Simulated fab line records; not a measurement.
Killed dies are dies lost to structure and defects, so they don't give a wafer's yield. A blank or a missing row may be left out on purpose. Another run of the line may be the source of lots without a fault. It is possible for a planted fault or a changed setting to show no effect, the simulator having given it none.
fab line records	flow berkeleyCmos170
record lots=5	wafers=23
route steps=331 shown ZERO@7 NWELL@28 PWELL@48 ACTIVE@65 FIELD@90
startH: start of the lot's first displayed wafer, in hours after the record's first day	waitH: time in hours since the lot's previous step	" same as the row above	L1.1+2: one row covering several wafers at once	- no value, or no start given	* or withheld: withheld	< > ~ a bound
route shown NAME@n: NAME is a module with steps in the file, n the number in the route of the first one	usual: mean/standard deviation of fault-free wafers	same: alike in all rows	chamber/n: place in a boat	sites: each site's reading	_std_site: standard deviation of those values	_edge_site: mean of outer sites minus mean of inner sites	radiusMm: for every site, how far away it sits from the centre of the wafer	mask NAME#n: copy n	behind: tool/chamber where the wafer was last shaped	hold: cause of the lot's hold/its duration in hours/its outcome	device: the n, p or np transistor that did not switch	end of line: tests run on the same wafers once the route is complete	for a step that has no rows: nothing shown but its recipe	killed: the dies lost at the first sort to structure and to defects; this is not the yield of the wafer	map: a wafer's dies, marking killed ones x, the rest . and places with no die _
set.NAME: the run value of the setting; set.NAME@STEP: its run value at that earlier step	model.NAME: the simulator's own value behind a step, which no gauge read
one table per step and one row per wafer, for lots whose settings were changed on purpose
## steps
# step UCB170_ZERO_COAT_01
# recipe resist=KrF	spinRpm=1500	resistThkNm=900
lot.wafer	tool	chamber	startH	waitH	set.resistThkNm	model.KrF_of_ZERO_COAT_01.thkNm
L075.1	lithoTrack-01	0	21.93	0.1	900	900.5
L075.2	"	0	"	"	926.5	929
L075.3	"	0	"	"	926.5	928.5
L075.5	"	0	"	"	926.5	927.6
L075.6	"	0	"	"	900	903.7
L081.2	lithoTrack-02	0	52.32	0.1	900	899.5
L081.3	"	0	"	"	900	899
L081.4	"	0	"	"	926.7	927.7
L081.5	"	0	"	"	900	897.3
L081.6	"	0	"	"	926.7	925.9
L083.4	lithoTrack-04	0	63.70	0.1	900	903.3
L083.5	"	0	"	"	900	903.5
L083.6	"	0	"	"	900	905.4
L084.1	lithoTrack-04	0	69.04	0.1	914.2	920
L084.3	"	0	"	"	900	903.8
L084.4	"	0	"	"	900	904.4
L084.5	"	0	"	"	914.2	922.7
L084.6	"	0	"	"	914.2	920.5
L085.1	lithoTrack-02	0	72.73	0.1	900	898.3
L085.2	"	0	"	"	900	901.3
L085.3	"	0	"	"	900	901.4
L085.5	"	0	"	"	900	900.3
L085.6	"	0	"	"	900	900.9
# step UCB170_ZERO_SOFTBAKE_02
# recipe resist=KrF	tempC=130	timeS=60
lot.wafer	tool	chamber	startH	waitH	set.timeS
L075.1+2+3+5+6	lithoTrack-01	0	22.08	0.1	60
L081.2+3	lithoTrack-02	0	52.47	0.1	60
L081.4+5+6	"	0	"	"	53.4
L083.4+5+6	lithoTrack-04	0	63.85	0.1	60
L084.1+3+4	lithoTrack-04	0	69.19	0.1	60
L084.5+6	"	0	"	"	64.89
L085.1+3	lithoTrack-02	0	72.88	0.1	54.52
L085.2+5+6	"	0	"	"	60
# step UCB170_ZERO_EXPOSE_03
# recipe maskId=PM_MARKS	na=0.5	sigmaOuter=0.6	sourceShape=conventional	targetCdNm=4000	doseMj=30
# step UCB170_ZERO_PEB_04
# recipe pebTempC=130	pebTimeS=withheld	resist=KrF
# step UCB170_ZERO_DEVELOP_05
# recipe developer=TMAH	developTimeS=45	resist=KrF	devTempC=21
# step UCB170_ZERO_ETCH_06
# recipe chemistry=CHF3/CF4/Ar	target=SiO2	timeS=12	pressureMtorr=100	rfW=500	CHF3_flow_sccm=50	cf4FlowSccm=10	Ar_flow_sccm=120	overEtchFrac=1.58
# step UCB170_ZERO_STRIP_07
# recipe chemistry=O2	powerW=400	pressureMtorr=3500	platenTempC=withheld	o2FlowSccm=393.6	overashFraction=0.5
# usual stripTimeToEndpointS=21.57/0.06
lot.wafer	tool	chamber	startH	waitH	set.resistThkNm@ZERO_COAT_01	stripTimeToEndpointS
L075.1	plasmaAsher-04	1	22.75	0.0	900	21.53
L075.2	"	0	"	"	926.5	22.22
L075.3	"	0	"	"	926.5	22.19
L075.5	"	1	"	"	926.5	22.20
L075.6	"	0	"	"	900	21.62
L081.2	plasmaAsher-04	0	53.01	0.0	900	21.51
L081.3	"	1	"	"	900	21.52
L081.4	"	0	"	"	926.7	22.22
L081.5	"	1	"	"	900	21.47
L081.6	"	0	"	"	926.7	22.16
L083.4	plasmaAsher-04	0	64.37	0.0	900	21.61
L083.5	"	1	"	"	900	21.60
L083.6	"	0	"	"	900	21.67
L084.1	plasmaAsher-04	1	70.05	0.0	914.2	22.00
L084.3	"	1	"	"	900	21.61
L084.4	"	0	"	"	900	21.63
L084.5	"	0	"	"	914.2	22.07
L084.6	"	1	"	"	914.2	22.01
L085.1	plasmaAsher-04	0	73.57	0.0	900	21.49
L085.2	"	1	"	"	900	21.57
L085.3	"	1	"	"	900	21.56
L085.5	"	1	"	"	900	21.53
L085.6	"	0	"	"	900	21.55
# step UCB170_NWELL_IMPLANT_14
# recipe species=P	doseCm2=1e+13	energyKev=150	tiltDeg=7
lot.wafer	tool	chamber	startH	waitH	set.doseCm2
L075.1+2+3+5+6	implanter-04	0	32.05	0.1	1e+13
L081.2+5+6	implanter-01	0	64.02	0.1	1e+13
L081.3+4	"	0	"	"	1.071e+13
L083.4+5+6	implanter-04	0	77.46	0.1	1e+13
L085.1+3+5	implanter-01	0	83.88	0.1	9.485e+12
L085.2+6	"	0	"	"	1e+13
L084.1+3+6	implanter-02	0	84.32	0.1	1.061e+13
L084.4+5	"	0	"	"	1e+13
# step UCB170_NWELL_STRIP_15
# recipe chemistry=O2	powerW=400	pressureMtorr=3500	platenTempC=withheld	o2FlowSccm=400	overashFraction=0.5
# step UCB170_NWELL_TW_MEAS_16
# usual NWELL_TW=1246/9.1
lot.wafer	tool	chamber	startH	waitH	set.doseCm2@NWELL_IMPLANT_14	NWELL_TW
L075.1	filmMetro-03	-	32.30	0.1	1e+13	1237
L075.2	"	-	"	"	1e+13	1235
L075.3	"	-	"	"	1e+13	1233
L075.5	"	-	"	"	1e+13	1235
L075.6	"	-	"	"	1e+13	1232
L081.2	filmMetro-01	-	64.25	0.1	1e+13	1242
L081.3	"	-	"	"	1.071e+13	1270
L081.4	"	-	"	"	1.071e+13	1277
L081.5	"	-	"	"	1e+13	1239
L081.6	"	-	"	"	1e+13	1244
L083.4	filmMetro-03	-	77.67	0.1	1e+13	1242
L083.5	"	-	"	"	1e+13	1240
L083.6	"	-	"	"	1e+13	1239
L085.1	filmMetro-03	-	84.13	0.1	9.485e+12	1221
L085.2	"	-	"	"	1e+13	1242
L085.3	"	-	"	"	9.485e+12	1223
L085.5	"	-	"	"	9.485e+12	1221
L085.6	"	-	"	"	1e+13	1245
L084.1	filmMetro-04	-	84.57	0.1	1.061e+13	1279
L084.3	"	-	"	"	1.061e+13	1281
L084.4	"	-	"	"	1e+13	1251
L084.5	"	-	"	"	1e+13	1249
L084.6	"	-	"	"	1.061e+13	1276
# step UCB170_PWELL_ETCH_14
# recipe chemistry=CH3F/Ar/O2	target=Si3N4	stopOn=SiO2	CH3F_flow_sccm=20	Ar_flow_sccm=50	O2_flow_sccm=7	pressureMtorr=50	rfW=450	targetDepthA=2420	overEtchFrac=0.1	timeS=151
lot.wafer	tool	chamber	startH	waitH	set.rfW	model.KrF_of_PWELL_COAT_08.thkNm
L075.1	rieDiel-03	3	48.05	0.0	450	723.3
L075.2	"	2	"	"	450	722.1
L075.3	"	0	"	"	479.8	713.6
L075.5	"	3	"	"	450	719.7
L075.6	"	2	"	"	479.8	717.6
L081.2	rieDiel-03	1	79.69	0.0	450	729.9
L081.3	"	0	"	"	397	733.4
L081.4	"	3	"	"	450	727.6
L081.5	"	1	"	"	397	736.1
L081.6	"	2	"	"	397	735.4
L083.4	rieDiel-03	2	94.38	0.1	450	720
L083.5	"	3	"	"	450	723.2
L083.6	"	0	"	"	450	720.1
L085.1	rieDiel-01	0	100.05	0.0	485.3	718.9
L085.2	"	1	"	"	485.3	719.1
L085.3	"	2	"	"	485.3	722.6
L085.5	"	3	"	"	450	726.6
L085.6	"	2	"	"	450	728.3
L084.1	rieDiel-03	2	100.23	0.0	450	721.9
L084.3	"	3	"	"	450	721.2
L084.4	"	3	"	"	450	724.2
L084.5	"	2	"	"	450	722.1
L084.6	"	0	"	"	450	721.1
# step UCB170_PWELL_STRIP_16
# recipe chemistry=O2	powerW=400	pressureMtorr=3500	platenTempC=withheld	o2FlowSccm=400	overashFraction=0.5
# usual oesProductAu=0.721/0.0044
lot.wafer	tool	chamber	startH	waitH	set.overashFraction	oesProductAu
L075.1	plasmaAsher-04	1	48.30	0.1	0.5	0.729
L075.2	"	0	"	"	0.5	0.730
L075.3	"	1	"	"	0.5	0.722
L075.5	"	0	"	"	0.5	0.729
L075.6	"	1	"	"	0.5	0.718
L081.2	plasmaAsher-04	0	79.94	0.1	0.549	0.707
L081.3	"	0	"	"	0.5	0.721
L081.4	"	1	"	"	0.5	0.716
L081.5	"	1	"	"	0.5	0.719
L081.6	"	0	"	"	0.549	0.693
L083.4	plasmaAsher-04	0	94.62	0.1	0.5	0.714
L083.5	"	1	"	"	0.5	0.724
L083.6	"	0	"	"	0.5	0.723
L085.1	plasmaAsher-01	0	100.30	0.1	0.6364	0.672
L085.2	"	1	"	"	0.6364	0.673
L085.3	"	0	"	"	0.5	0.725
L085.5	"	1	"	"	0.6364	0.683
L085.6	"	0	"	"	0.5	0.722
L084.1	plasmaAsher-03	0	100.48	0.1	0.5	0.724
L084.3	"	1	"	"	0.5	0.722
L084.4	"	0	"	"	0.5	0.727
L084.5	"	0	"	"	0.5	0.725
L084.6	"	1	"	"	0.5	0.727
# step UCB170_ACTIVE_CVD_05
# recipe material=Si3N4	targetThkNm=220	tempC=800	precursor=SiH2Cl2/NH3	timeS=3300	pressureMtorr=200	sih2cl2FlowSccm=25	nh3FlowSccm=75
lot.wafer	tool	chamber	startH	waitH	set.tempC	model.Si3N4_of_ACTIVE_CVD_05.thkNm
L075.1	-	-	-	0.0	800	217.6
L075.2	"	-	"	"	800	218.7
L075.3	"	-	"	"	800	218.6
L075.5	"	-	"	"	800	218.3
L075.6	"	-	"	"	800	217.9
L081.2	-	-	-	0.0	776.4	145.5
L081.3	"	-	"	"	776.4	143
L081.4	"	-	"	"	776.4	144.2
L081.5	"	-	"	"	776.4	146
L081.6	"	-	"	"	776.4	142
L083.4	lpcvd-02	0	123.38	0.0	800	220
L083.5	"	0	"	"	800	221.8
L083.6	"	0	"	"	800	220.2
L084.1+5	-	-	-	0.0	778.5	147.6
L084.3	"	-	"	"	778.5	147.7
L084.4	"	-	"	"	778.5	146.9
L084.6	"	-	"	"	778.5	147.8
L085.1	-	-	-	0.0	782.4	160.4
L085.2	"	-	"	"	782.4	158.5
L085.3	"	-	"	"	782.4	159.9
L085.5	"	-	"	"	782.4	160.2
L085.6	"	-	"	"	782.4	159.4
# step UCB170_ACTIVE_THK_MEAS_06
# recipe reads=Si3N4_of_ACTIVE_CVD_05
# usual ACTIVE_NITRIDE_THK=220.6/1.7
lot.wafer	tool	chamber	startH	waitH	set.tempC@ACTIVE_CVD_05	ACTIVE_NITRIDE_THK[nm]
L075.1	filmMetro-04	-	-	-	800	217.6
L075.2	"	-	"	"	800	218.7
L075.3	"	-	"	"	800	218.5
L075.5	"	-	"	"	800	218.4
L075.6	"	-	"	"	800	218.3
L081.2	filmMetro-04	-	-	-	776.4	145.6
L081.3	"	-	"	"	776.4	143.0
L081.4	"	-	"	"	776.4	144.2
L081.5	"	-	"	"	776.4	146.2
L081.6	"	-	"	"	776.4	141.9
L083.4	filmMetro-04	-	125.32	0.0	800	220.1
L083.5	"	-	"	"	800	221.9
L083.6	"	-	"	"	800	220.1
L084.1	filmMetro-02	-	-	-	778.5	147.6
L084.3	"	-	"	"	778.5	147.7
L084.4	"	-	"	"	778.5	146.9
L084.5	"	-	"	"	778.5	147.5
L084.6	"	-	"	"	778.5	147.8
L085.1	filmMetro-04	-	-	-	782.4	160.5
L085.2	"	-	"	"	782.4	158.5
L085.3	"	-	"	"	782.4	159.9
L085.5	"	-	"	"	782.4	160.2
L085.6	"	-	"	"	782.4	159.2
# step UCB170_ACTIVE_EXPOSE_10
# recipe maskId=ACTIVE	targetCdNm=1200	na=0.5	sigmaOuter=0.6	sourceShape=conventional	doseMj=20
lot.wafer	tool	chamber	startH	waitH	mask	set.doseMj
L075.1+2+3+5+6	krfScanner-01	0	73.82	0.3	ACTIVE#0	20
L081.2+4+5	krfScanner-02	0	112.19	0.1	ACTIVE#0	20.81
L081.3+6	"	0	"	"	ACTIVE#0	20
L083.4+5+6	krfScanner-02	0	126.37	0.2	ACTIVE#0	20
L085.1+6	krfScanner-01	0	127.84	0.2	ACTIVE#0	18.87
L085.2+3+5	"	0	"	"	ACTIVE#0	20
L084.1+3+5	krfScanner-02	0	128.09	0.5	ACTIVE#0	20
L084.4+6	"	0	"	"	ACTIVE#0	21.24
# step UCB170_ACTIVE_PEB_11
# recipe pebTempC=130	pebTimeS=withheld	resist=KrF
# step UCB170_ACTIVE_DEVELOP_12
# recipe developer=TMAH	developTimeS=45	resist=KrF	devTempC=21
# step UCB170_ACTIVE_CD_MEAS_13
# recipe targetCdNm=1200
# usual cdNm=1200.2/1
lot.wafer	tool	chamber	startH	waitH	set.doseMj@ACTIVE_EXPOSE_10	cdNm
L075.1	cdSem-02	-	74.21	-	20	1199.2
L075.2	"	-	"	"	20	1200.2
L075.3	"	-	"	"	20	1199.6
L075.5	"	-	"	"	20	1199.6
L075.6	"	-	"	"	20	1200.2
L081.2	cdSem-01	-	112.58	-	20.81	1194.3
L081.3	"	-	"	"	20	1201.8
L081.4	"	-	"	"	20.81	1194.9
L081.5	"	-	"	"	20.81	1192.9
L081.6	"	-	"	"	20	1201.1
L083.4	cdSem-01	-	126.94	-	20	1201.4
L083.5	"	-	"	"	20	1199.2
L083.6	"	-	"	"	20	1199.9
L085.1	cdSem-02	-	128.24	-	18.87	1209.8
L085.2	"	-	"	"	20	1200.2
L085.3	"	-	"	"	20	1200.5
L085.5	"	-	"	"	20	1200.0
L085.6	"	-	"	"	18.87	1209.3
L084.1	cdSem-01	-	128.48	-	20	1200.6
L084.3	"	-	"	"	20	1199.5
L084.4	"	-	"	"	21.24	1189.1
L084.5	"	-	"	"	20	1200.7
L084.6	"	-	"	"	21.24	1188.8
# step UCB170_ACTIVE_ETCH_15
# recipe chemistry=CH3F/Ar/O2	target=Si3N4	stopOn=SiO2	CH3F_flow_sccm=20	Ar_flow_sccm=50	O2_flow_sccm=7	pressureMtorr=50	rfW=450	targetDepthA=2420	overEtchFrac=0.1	timeS=145.6
# usual oesProductAu=0.968/0.016
lot.wafer	tool	chamber	startH	waitH	set.tempC@ACTIVE_CVD_05	set.doseMj@ACTIVE_EXPOSE_10	oesProductAu	model.etch.depthNm	model.ACTIVE.cdNm
L075.1	rieDiel-02	3	74.37	0.0	800	20	0.935	217.6	1199
L075.2	"	0	"	"	800	20	0.967	218.7	1200
L075.3	"	2	"	"	800	20	0.956	218.6	1200
L075.5	"	0	"	"	800	20	0.963	218.3	1200
L075.6	"	3	"	"	800	20	0.940	217.9	1200
L081.2	rieDiel-02	0	112.72	0.0	776.4	20.81	0.773	145.5	1194
L081.3	"	1	"	"	776.4	20	0.767	143	1202
L081.4	"	3	"	"	776.4	20.81	0.746	144.2	1195
L081.5	"	1	"	"	776.4	20.81	0.770	146	1193
L081.6	"	0	"	"	776.4	20	0.757	142	-
L083.4	rieDiel-02	0	127.03	0.0	800	20	0.968	220	1201
L083.5	"	1	"	"	800	20	0.974	221.8	1200
L083.6	"	2	"	"	800	20	0.958	220.2	1200
L085.1	rieDiel-04	1	128.39	0.0	782.4	18.87	0.800	160.4	1210
L085.2	"	3	"	"	782.4	20	0.776	158.5	1200
L085.3	"	2	"	"	782.4	20	0.805	159.9	1201
L085.5	"	3	"	"	782.4	20	0.782	160.2	1200
L085.6	"	0	"	"	782.4	18.87	0.800	159.4	1210
L084.1	rieDiel-01	1	128.63	0.0	778.5	20	0.796	147.6	1201
L084.3	"	0	"	"	778.5	20	0.803	147.7	1199
L084.4	"	3	"	"	778.5	21.24	0.766	146.9	1189
L084.5	"	0	"	"	778.5	20	0.790	147.6	1201
L084.6	"	1	"	"	778.5	21.24	0.790	147.8	1189
# step UCB170_ACTIVE_STRIP_16
# recipe chemistry=O2	powerW=400	pressureMtorr=3500	platenTempC=withheld	o2FlowSccm=400	overashFraction=0.5
# step UCB170_ACTIVE_CD_MEAS_90
# recipe targetCdNm=1200
# usual cdNm=1200.3/1
lot.wafer	tool	chamber	startH	waitH	set.doseMj@ACTIVE_EXPOSE_10	cdNm
L075.1	cdSem-01	-	74.66	0.2	20	1199.4
L075.2	"	-	"	"	20	1200.5
L075.3	"	-	"	"	20	1199.9
L075.5	"	-	"	"	20	1199.6
L075.6	"	-	"	"	20	1200.4
L081.2	cdSem-01	-	112.94	0.1	20.81	1194.2
L081.3	"	-	"	"	20	1201.8
L081.4	"	-	"	"	20.81	1194.9
L081.5	"	-	"	"	20.81	1193.5
L081.6	"	-	"	"	20	1201.1
L083.4	cdSem-02	-	127.29	0.1	20	1201.3
L083.5	"	-	"	"	20	1199.7
L083.6	"	-	"	"	20	1200.2
L085.1	cdSem-02	-	128.59	0.1	18.87	1209.9
L085.2	"	-	"	"	20	1200.4
L085.3	"	-	"	"	20	1200.6
L085.5	"	-	"	"	20	1199.7
L085.6	"	-	"	"	18.87	1209.7
L084.1	cdSem-01	-	128.83	0.1	20	1201.0
L084.3	"	-	"	"	20	1199.5
L084.4	"	-	"	"	21.24	1189.3
L084.5	"	-	"	"	20	1201.3
L084.6	"	-	"	"	21.24	1189.0
# step UCB170_FIELD_OXIDATION_01
# recipe tempC=1000	ambient=H2O	pH2oTorr=584.62	targetThkA=5583	oxTimeS=7200
lot.wafer	tool	chamber	startH	waitH	set.tempC	model.SiO2_of_FIELD_OXIDATION_01.thkNm
L075.1	-	-	-	2.8	976.8	471.7
L075.2	"	-	"	"	976.8	463.6
L075.3	"	-	"	"	976.8	468.7
L075.5	"	-	"	"	976.8	463
L075.6	"	-	"	"	976.8	475.4
L081.2	-	-	-	3.8	1030	659.8
L081.3	"	-	"	"	1030	657.6
L081.4	"	-	"	"	1030	666.9
L081.5	"	-	"	"	1030	663
L081.6	"	-	"	"	1030	660.8
L083.4	furnace-01	0	133.63	2.6	1000	559.1
L083.5	"	0	"	"	1000	551.2
L083.6	"	0	"	"	1000	558.7
L084.1	-	-	-	2.2	977.1	469.8
L084.3	"	-	"	"	977.1	478.8
L084.4	"	-	"	"	977.1	471.2
L084.5	"	-	"	"	977.1	472.1
L084.6	"	-	"	"	977.1	485.3
L085.1	-	-	-	2.3	987.7	523.7
L085.2	"	-	"	"	987.7	525.3
L085.3	"	-	"	"	987.7	526.7
L085.5	"	-	"	"	987.7	528.7
L085.6	"	-	"	"	987.7	511.4
# step UCB170_FIELD_THK_MEAS_02
# recipe reads=SiO2_of_FIELD_OXIDATION_01
# usual FIELD_OXIDE_THK=558/8.8
lot.wafer	tool	chamber	startH	waitH	set.tempC@FIELD_OXIDATION_01	FIELD_OXIDE_THK[nm]
L075.1	filmMetro-03	-	-	-	976.8	472
L075.2	"	-	"	"	976.8	464
L075.3	"	-	"	"	976.8	468
L075.5	"	-	"	"	976.8	463
L075.6	"	-	"	"	976.8	475
L081.2	filmMetro-02	-	-	-	1030	660
L081.3	"	-	"	"	1030	658
L081.4	"	-	"	"	1030	667
L081.5	"	-	"	"	1030	663
L081.6	"	-	"	"	1030	661
L085.1	filmMetro-01	-	-	-	987.7	524
L085.2	"	-	"	"	987.7	525
L085.3	"	-	"	"	987.7	527
L085.5	"	-	"	"	987.7	529
L085.6	"	-	"	"	987.7	511
L083.4	filmMetro-02	-	136.66	0.0	1000	559
L083.5	"	-	"	"	1000	551
L083.6	"	-	"	"	1000	558
L084.1	filmMetro-02	-	-	-	977.1	470
L084.3	"	-	"	"	977.1	479
L084.4	"	-	"	"	977.1	472
L084.5	"	-	"	"	977.1	472
L084.6	"	-	"	"	977.1	485
# step UCB170_FIELD_ANNEAL_03
# recipe tempC=1000	timeS=1200	ambient=N2
# step UCB170_FIELD_WET_ETCH_04
# recipe chemistry=dHF	dilution=10:1	target=SiO2	tempC=25	timeS=60
lot.wafer	tool	chamber	startH	waitH	set.tempC@FIELD_OXIDATION_01	model.SiO2_of_FIELD_OXIDATION_01.thkNm
L075.1	wetBench-02	0	86.08	0.0	976.8	438.2
L075.2	"	0	"	"	976.8	430.3
L075.3	"	0	"	"	976.8	435.3
L075.5	"	0	"	"	976.8	429.5
L075.6	"	0	"	"	976.8	442
L081.2	wetBench-04	3	125.36	0.0	1030	627
L081.3	"	3	"	"	1030	624.5
L081.4	"	3	"	"	1030	633.8
L081.5	"	3	"	"	1030	630.1
L081.6	"	3	"	"	1030	627.8
L083.4	wetBench-04	3	139.98	0.0	1000	526.3
L083.5	"	3	"	"	1000	518.4
L083.6	"	3	"	"	1000	526
L084.1	wetBench-04	0	139.98	0.0	977.1	436.1
L084.3	"	0	"	"	977.1	445.2
L084.4	"	0	"	"	977.1	437.8
L084.5	"	0	"	"	977.1	438.4
L084.6	"	0	"	"	977.1	451.8
L085.1	wetBench-04	1	139.98	0.0	987.7	490.2
L085.2	"	1	"	"	987.7	491.8
L085.3	"	1	"	"	987.7	493.1
L085.5	"	1	"	"	987.7	495.3
L085.6	"	1	"	"	987.7	477.8
# step UCB170_FIELD_WET_ETCH_05
# recipe chemistry=H3PO4	target=Si3N4	tempC=160	timeS=12600
# step UCB170_FIELD_WET_ETCH_06
# recipe chemistry=BOE	dilution=5:1	target=SiO2	tempC=25	timeS=22
# step UCB170_FIELD_THK_MEAS_90
# recipe reads=SiO2_of_FIELD_OXIDATION_01
# usual FIELD_OXIDE_LEFT_1_THK=441/9.3
lot.wafer	tool	chamber	startH	waitH	set.tempC@FIELD_OXIDATION_01	FIELD_OXIDE_LEFT_1_THK[nm]
L075.1	filmMetro-03	-	90.14	0.0	976.8	355
L075.2	"	-	"	"	976.8	347
L075.3	"	-	"	"	976.8	352
L075.5	"	-	"	"	976.8	346
L075.6	"	-	"	"	976.8	358
L081.2	filmMetro-02	-	129.44	0.0	1030	544
L081.3	"	-	"	"	1030	542
L081.4	"	-	"	"	1030	550
L081.5	"	-	"	"	1030	546
L081.6	"	-	"	"	1030	544
L084.1	filmMetro-01	-	143.52	0.0	977.1	353
L084.3	"	-	"	"	977.1	362
L084.4	"	-	"	"	977.1	354
L084.5	"	-	"	"	977.1	355
L084.6	"	-	"	"	977.1	368
L085.1	filmMetro-02	-	143.52	0.0	987.7	407
L085.2	"	-	"	"	987.7	409
L085.3	"	-	"	"	987.7	410
L085.5	"	-	"	"	987.7	413
L085.6	"	-	"	"	987.7	395
L083.4	filmMetro-03	-	143.55	0.0	1000	443
L083.5	"	-	"	"	1000	435
L083.6	"	-	"	"	1000	443
## key
split step=UCB170_ZERO_COAT_01	setting=resistThkNm	stated=900	by=wafer
response step=UCB170_ZERO_COAT_01	reading=model.KrF_of_ZERO_COAT_01.thkNm	change=+9.41	per=1%	r=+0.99
response step=UCB170_ZERO_STRIP_07	reading=stripTimeToEndpointS	change=*	per=1%	r=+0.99
split step=UCB170_ZERO_SOFTBAKE_02	setting=timeS	stated=60	by=wafer
response none clear
split step=UCB170_NWELL_IMPLANT_14	setting=doseCm2	stated=1e+13	by=wafer
response step=UCB170_NWELL_TW_MEAS_16	reading=NWELL_TW	change=+4.51	per=1%	r=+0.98
split step=UCB170_PWELL_ETCH_14	setting=rfW	stated=450	by=wafer
response step=UCB170_PWELL_ETCH_14	reading=model.KrF_of_PWELL_COAT_08.thkNm	change=-0.7	per=1%	r=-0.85
split step=UCB170_PWELL_STRIP_16	setting=overashFraction	stated=0.5	by=wafer
response step=UCB170_PWELL_STRIP_16	reading=oesProductAu	change=-0.00176	per=1%	r=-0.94
split step=UCB170_ACTIVE_CVD_05	setting=tempC	stated=800	by=lot
response step=UCB170_ACTIVE_CVD_05	reading=model.Si3N4_of_ACTIVE_CVD_05.thkNm	change=+26.1	per=1%	r=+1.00
response step=UCB170_ACTIVE_THK_MEAS_06	reading=ACTIVE_NITRIDE_THK	change=+26.1	per=1%	r=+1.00
response step=UCB170_ACTIVE_ETCH_15	reading=oesProductAu	change=+0.0662	per=1%	r=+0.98
response step=UCB170_ACTIVE_ETCH_15	reading=model.etch.depthNm	change=+26.1	per=1%	r=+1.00
split step=UCB170_ACTIVE_EXPOSE_10	setting=doseMj	stated=20	by=wafer
response step=UCB170_ACTIVE_CD_MEAS_13	reading=cdNm	change=-1.76	per=1%	r=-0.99
response step=UCB170_ACTIVE_ETCH_15	reading=model.ACTIVE.cdNm	change=-1.78	per=1%	r=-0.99
response step=UCB170_ACTIVE_CD_MEAS_90	reading=cdNm	change=-1.78	per=1%	r=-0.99
split step=UCB170_FIELD_OXIDATION_01	setting=tempC	stated=1000	by=lot
response step=UCB170_FIELD_OXIDATION_01	reading=model.SiO2_of_FIELD_OXIDATION_01.thkNm	change=+35.4	per=1%	r=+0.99
response step=UCB170_FIELD_THK_MEAS_02	reading=FIELD_OXIDE_THK	change=+35.4	per=1%	r=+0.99
response step=UCB170_FIELD_WET_ETCH_04	reading=model.SiO2_of_FIELD_OXIDATION_01.thkNm	change=+35.5	per=1%	r=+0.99
response step=UCB170_FIELD_THK_MEAS_90	reading=FIELD_OXIDE_LEFT_1_THK	change=+35.5	per=1%	r=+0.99
